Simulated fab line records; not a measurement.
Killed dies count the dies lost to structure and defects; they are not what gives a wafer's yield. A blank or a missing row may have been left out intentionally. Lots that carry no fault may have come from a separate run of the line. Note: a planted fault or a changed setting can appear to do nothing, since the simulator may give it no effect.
fab line records + flow berkeleyCmos170
record
- lots=14
- wafers=42
- lastDay=12
route steps=331 shown GATE@129 NLDD@169 M2@273
lots that met no fault: from a run of the same line without faults
startH: hours from the record's opening day to when the first of the lot's shown wafers began + waitH: time in hours since the lot's previous step + " as in the row above + L1.1+2: a single row standing in for several wafers + - no value, or no start was given + * or withheld: withheld + < > ~ a bound
route shown NAME@n: names a module that has steps shown in the file, with the first one's number in the route + usual: mean/standard deviation of fault-free wafers + same: alike in all rows + chamber/n: place in a boat + sites: per-site readings + _std_site: their standard deviation + _edge_site: mean of outer sites minus mean of inner sites + radiusMm: for every site, how far away it sits from the centre of the wafer + mask NAME#n: copy n + behind: the tool/chamber that last shaped the wafer + hold: cause of the lot's hold/its duration in hours/its outcome + device: which transistor (n, p or np) failed to switch + end of line: the route-end tests of the same wafers + a step with no rows: only its recipe + killed: dies that structure and defects cost at the first sort, which is not the same as the wafer's yield + map: per-die view of a wafer (x killed, . not killed, _ where there is no die)
set.NAME: the setting that was run; set.NAME@STEP: the one run at that earlier step + model.NAME: the simulator's own value behind a step, which no gauge read
steps of the route over a sample of lots; a table a step, a row a wafer
services: a tool's chamber out of use, with start hour (startH, from the record's first day; less than 0 if before it), hours out, and reason
## steps
# step UCB170_GATE_ANNEAL_03
# recipe
- tempC=900
- timeS=1800
- ambient=N2
# usual
- spikeTcCentreC=902.3/1
- spikeTcLoadC=922.0/2.4
| lot.wafer | tool       | chamber | startH | waitH | spikeTcCentreC | spikeTcLoadC |
|-----------|------------|---------|--------|-------|----------------|--------------|
| L252.2    | furnace-04 | 0       | 127.65 | 4.2   | 903.2          | 921.1        |
| L252.5    | "          | 0       | "      | "     | 902.3          | 919.4        |
| L252.6    | "          | 0       | "      | "     | 901.8          | 917.8        |
| L256.1    | furnace-01 | 0       | 144.53 | 4.0   | 902.1          | 921.1        |
| L256.3    | "          | 0       | "      | "     | 902.6          | 924.3        |
| L256.5    | "          | 0       | "      | "     | 900.6          | 923.9        |
| L257.2    | furnace-01 | 0       | 144.53 | 3.9   | 902.8          | 922.2        |
| L257.3    | "          | 0       | "      | "     | 903.6          | 924.1        |
| L257.5    | "          | 0       | "      | "     | 901.7          | 923.9        |
| L258.3    | furnace-02 | -       | 155.47 | 1.3   | -              | -            |
| L258.5    | "          | -       | "      | "     | -              | -            |
| L258.6    | "          | -       | "      | "     | -              | -            |
| L259.3    | furnace-01 | -       | 159.73 | 2.8   | -              | -            |
| L259.4    | "          | -       | "      | "     | -              | -            |
| L259.6    | "          | -       | "      | "     | -              | -            |
| L260.2    | furnace-02 | 0       | 170.67 | 2.4   | 901.9          | 923.7        |
| L260.4    | "          | 0       | "      | "     | 901.3          | 924.3        |
| L260.6    | "          | 0       | "      | "     | 902.2          | 923.3        |
| L261.2    | furnace-02 | 0       | 170.67 | 2.4   | 902.7          | 925.3        |
| L261.4    | "          | 0       | "      | "     | 901.8          | 924.2        |
| L261.5    | "          | 0       | "      | "     | 904.2          | 923.7        |
| L267.1    | furnace-02 | 0       | 200.93 | 2.5   | 900.9          | 925.3        |
| L267.3    | "          | 0       | "      | "     | 901.0          | 924.5        |
| L267.5    | "          | 0       | "      | "     | 901.5          | 924.3        |
| L268.2    | furnace-02 | 0       | 200.93 | 2.5   | 902.3          | 923.4        |
| L268.5    | "          | 0       | "      | "     | 904.7          | 924.3        |
| L268.6    | "          | 0       | "      | "     | 902.1          | 923.5        |
| L270.1    | furnace-04 | 0       | 207.84 | 2.5   | 900.6          | 919.0        |
| L270.5    | "          | 0       | "      | "     | 901.0          | 920.0        |
| L270.6    | "          | 0       | "      | "     | 902.3          | 920.9        |
| L271.1    | furnace-04 | 0       | 207.84 | 2.5   | 902.5          | 919.3        |
| L271.2    | "          | 0       | "      | "     | 902.5          | 919.0        |
| L271.4    | "          | 0       | "      | "     | 902.9          | 921.4        |
| L272.4    | furnace-01 | 0       | 227.83 | 4.1   | 900.7          | 922.6        |
| L272.5    | "          | 0       | "      | "     | 901.5          | 923.4        |
| L272.6    | "          | 0       | "      | "     | 902.7          | 924.0        |
| L273.2    | furnace-04 | 0       | 239.39 | 5.3   | 904.5          | 919.9        |
| L273.4    | "          | 0       | "      | "     | 902.6          | 920.4        |
| L273.5    | "          | 0       | "      | "     | 903.1          | 920.3        |
| L275.2    | furnace-04 | 0       | 245.14 | 5.6   | 903.2          | 919.0        |
| L275.4    | "          | 0       | "      | "     | 903.8          | 920.5        |
| L275.5    | "          | 0       | "      | "     | 903.5          | 920.4        |
# step UCB170_GATE_OVL_MEAS_13
# usual
- GATE_OVL=-2/5.3
| lot.wafer | tool       | chamber | startH | waitH | GATE_OVL[nm] |
|-----------|------------|---------|--------|-------|--------------|
| L252.2    | overlay-02 | -       | 133.49 | 0.1   | 10           |
| L252.5    | "          | -       | "      | "     | -3           |
| L252.6    | "          | -       | "      | "     | 1            |
| L256.1    | overlay-02 | -       | 148.59 | 0.1   | -12          |
| L256.3    | "          | -       | "      | "     | -9           |
| L256.5    | "          | -       | "      | "     | -6           |
| L257.2    | overlay-02 | -       | 149.16 | 0.1   | 3            |
| L257.3    | "          | -       | "      | "     | -7           |
| L257.5    | "          | -       | "      | "     | -4           |
| L258.3    | overlay-02 | -       | 160.58 | 0.1   | -2           |
| L258.5    | "          | -       | "      | "     | -8           |
| L258.6    | "          | -       | "      | "     | -3           |
| L259.3    | overlay-02 | -       | 165.38 | 0.1   | -4           |
| L259.4    | "          | -       | "      | "     | 4            |
| L259.6    | "          | -       | "      | "     | 1            |
| L261.2    | overlay-02 | -       | 174.79 | 0.1   | 1            |
| L261.4    | "          | -       | "      | "     | -3           |
| L261.5    | "          | -       | "      | "     | -2           |
| L260.2    | overlay-02 | -       | 175.17 | 0.1   | 7            |
| L260.4    | "          | -       | "      | "     | 3            |
| L260.6    | "          | -       | "      | "     | -2           |
| L267.1    | overlay-02 | -       | 204.98 | 0.1   | 9            |
| L267.3    | "          | -       | "      | "     | 0            |
| L267.5    | "          | -       | "      | "     | 5            |
| L268.2    | overlay-02 | -       | 205.22 | 0.1   | 2            |
| L268.5    | "          | -       | "      | "     | -6           |
| L268.6    | "          | -       | "      | "     | -1           |
| L270.1    | overlay-01 | -       | 212.77 | 0.1   | 5            |
| L270.5    | "          | -       | "      | "     | 1            |
| L270.6    | "          | -       | "      | "     | 4            |
| L271.1    | overlay-02 | -       | 213.13 | 0.1   | 8            |
| L271.2    | "          | -       | "      | "     | -6           |
| L271.4    | "          | -       | "      | "     | -7           |
| L272.4    | overlay-02 | -       | 233.59 | 0.1   | -3           |
| L272.5    | "          | -       | "      | "     | 2            |
| L272.6    | "          | -       | "      | "     | -4           |
| L273.2    | overlay-02 | -       | 243.57 | 0.1   | 6            |
| L273.4    | "          | -       | "      | "     | 14           |
| L273.5    | "          | -       | "      | "     | -3           |
| L275.2    | overlay-01 | -       | 249.89 | 0.1   | -8           |
| L275.4    | "          | -       | "      | "     | -12          |
| L275.5    | "          | -       | "      | "     | -8           |
# step UCB170_NLDD_TW_MEAS_11
# usual
- NLDD_TW=2227/25
| lot.wafer | tool         | chamber | startH | waitH | NLDD_TW |
|-----------|--------------|---------|--------|-------|---------|
| L252.2    | filmMetro-02 | -       | 138.07 | 0.1   | 2192    |
| L252.5    | "            | -       | "      | "     | 2205    |
| L252.6    | "            | -       | "      | "     | 2184    |
| L256.1    | filmMetro-04 | -       | 152.56 | 0.1   | 2252    |
| L256.3    | "            | -       | "      | "     | 2247    |
| L256.5    | "            | -       | "      | "     | 2245    |
| L257.2    | filmMetro-04 | -       | 153.57 | 0.1   | 2258    |
| L257.3    | "            | -       | "      | "     | 2247    |
| L257.5    | "            | -       | "      | "     | 2238    |
| L261.2    | filmMetro-04 | -       | 179.40 | 0.1   | 2250    |
| L261.4    | "            | -       | "      | "     | 2235    |
| L261.5    | "            | -       | "      | "     | 2254    |
| L260.2    | filmMetro-02 | -       | 179.64 | 0.1   | 2182    |
| L260.4    | "            | -       | "      | "     | 2191    |
| L260.6    | "            | -       | "      | "     | 2185    |
| L268.2    | filmMetro-02 | -       | 210.56 | 0.1   | 2208    |
| L268.5    | "            | -       | "      | "     | 2190    |
| L268.6    | "            | -       | "      | "     | 2193    |
| L267.1    | filmMetro-04 | -       | 210.65 | 0.1   | 2244    |
| L267.3    | "            | -       | "      | "     | 2248    |
| L267.5    | "            | -       | "      | "     | 2265    |
| L270.1    | filmMetro-02 | -       | 217.17 | 0.1   | 2190    |
| L270.5    | "            | -       | "      | "     | 2189    |
| L270.6    | "            | -       | "      | "     | 2190    |
| L271.1    | filmMetro-02 | -       | 217.81 | 0.1   | 2194    |
| L271.2    | "            | -       | "      | "     | 2207    |
| L271.4    | "            | -       | "      | "     | 2176    |
| L272.4    | filmMetro-04 | -       | 237.29 | 0.1   | 2234    |
| L272.5    | "            | -       | "      | "     | 2246    |
| L272.6    | "            | -       | "      | "     | 2239    |
| L273.2    | filmMetro-02 | -       | 249.07 | 0.1   | 2199    |
| L273.4    | "            | -       | "      | "     | 2187    |
| L273.5    | "            | -       | "      | "     | 2201    |
| L275.2    | filmMetro-04 | -       | 254.77 | 0.1   | 2227    |
| L275.4    | "            | -       | "      | "     | 2221    |
| L275.5    | "            | -       | "      | "     | 2237    |
# step UCB170_M2_RS_MEAS_02
# recipe
- thkMeasGauge=four-point-probe
- reads=Al_of_M2_SPUTTER_01
# usual
- M2_AL_RS=0.0320/0.00034
| lot.wafer | tool         | chamber | startH | waitH | M2_AL_RS[ohm/sq] |
|-----------|--------------|---------|--------|-------|------------------|
| L252.2    | filmMetro-03 | -       | 166.11 | 0.1   | 0.0322           |
| L252.5    | "            | -       | "      | "     | 0.0322           |
| L252.6    | "            | -       | "      | "     | 0.0321           |
| L257.2    | filmMetro-01 | -       | 177.95 | 0.1   | 0.0324           |
| L257.3    | "            | -       | "      | "     | 0.0321           |
| L257.5    | "            | -       | "      | "     | 0.0322           |
| L256.1    | filmMetro-01 | -       | 178.41 | 0.0   | 0.0320           |
| L256.3    | "            | -       | "      | "     | 0.0321           |
| L256.5    | "            | -       | "      | "     | 0.0321           |
| L261.2    | filmMetro-04 | -       | 210.08 | 0.1   | 0.0319           |
| L261.4    | "            | -       | "      | "     | 0.0324           |
| L261.5    | "            | -       | "      | "     | 0.0322           |
| L260.2    | filmMetro-01 | -       | 210.26 | 0.1   | 0.0326           |
| L260.4    | "            | -       | "      | "     | 0.0325           |
| L260.6    | "            | -       | "      | "     | 0.0325           |
| L267.1    | filmMetro-01 | -       | 234.00 | 0.0   | 0.0321           |
| L267.3    | "            | -       | "      | "     | 0.0320           |
| L267.5    | "            | -       | "      | "     | 0.0322           |
| L268.2    | filmMetro-03 | -       | 240.50 | 0.1   | 0.0316           |
| L268.5    | "            | -       | "      | "     | 0.0314           |
| L268.6    | "            | -       | "      | "     | 0.0315           |
| L270.1    | filmMetro-04 | -       | 240.68 | 0.0   | 0.0324           |
| L270.5    | "            | -       | "      | "     | 0.0325           |
| L270.6    | "            | -       | "      | "     | 0.0324           |
| L271.1    | filmMetro-03 | -       | 243.01 | 0.0   | 0.0320           |
| L271.2    | "            | -       | "      | "     | 0.0320           |
| L271.4    | "            | -       | "      | "     | 0.0321           |
| L272.4    | filmMetro-01 | -       | 263.49 | 0.1   | 0.0319           |
| L272.5    | "            | -       | "      | "     | 0.0316           |
| L272.6    | "            | -       | "      | "     | 0.0315           |
| L273.2    | filmMetro-03 | -       | 275.99 | 0.1   | 0.0315           |
| L273.4    | "            | -       | "      | "     | 0.0316           |
| L273.5    | "            | -       | "      | "     | 0.0313           |
| L275.2    | filmMetro-01 | -       | 286.44 | 0.1   | 0.0313           |
| L275.4    | "            | -       | "      | "     | 0.0314           |
| L275.5    | "            | -       | "      | "     | 0.0312           |
## services
| tool       | chamber | startH | hours | kind |
|------------|---------|--------|-------|------|
| furnace-02 | -       | 160.92 | 3.9   | pm   |
| furnace-04 | -       | 162.27 | 3.7   | pm   |
| furnace-04 | -       | 224.19 | 4.5   | pm   |
| furnace-01 | -       | 236.10 | 17.8  | pm   |
## key
firstSign
- step=UCB170_GATE_ANNEAL_03
- reading=toolRecord
- direction=missing
effect none on later readings
metAt UCB170_GATE_ANNEAL_03
struckLots L258,L259
laterRowsLeftOut L258.3,L258.5,L258.6,L259.3,L259.4,L259.6
sortLeftOut L258.3,L258.5,L258.6,L259.3,L259.4,L259.6
testerLeftOut L258,L259
notActingAt UCB170_GATE_OVL_MEAS_13,UCB170_NLDD_TW_MEAS_11,UCB170_M2_RS_MEAS_02
onsetBetween 144.53 155.47
fault
- kind=skippedStepWhole
- tool=furnace-01,furnace-02
- chamber=-
- onsetH=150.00
- steps=UCB170_GATE_ANNEAL_03
- scope=struckLotsOnly
# testerLeftOut: of these lots the tester's yield and bins aren't shown, on N5 and GAA mostly nor the transistor test; their killed dies are dies lost to structure and defects alone, not to doping, threshold or leakage, so they don't give the yield
# sortLeftOut: the simulated sort isn't trusted on such a fault, so these wafers' sort isn't shown, and their yield isn't known
# laterRowsLeftOut: the simulator's readings of these wafers behind a module that went badly wrong aren't trusted and aren't shown, but for the sort
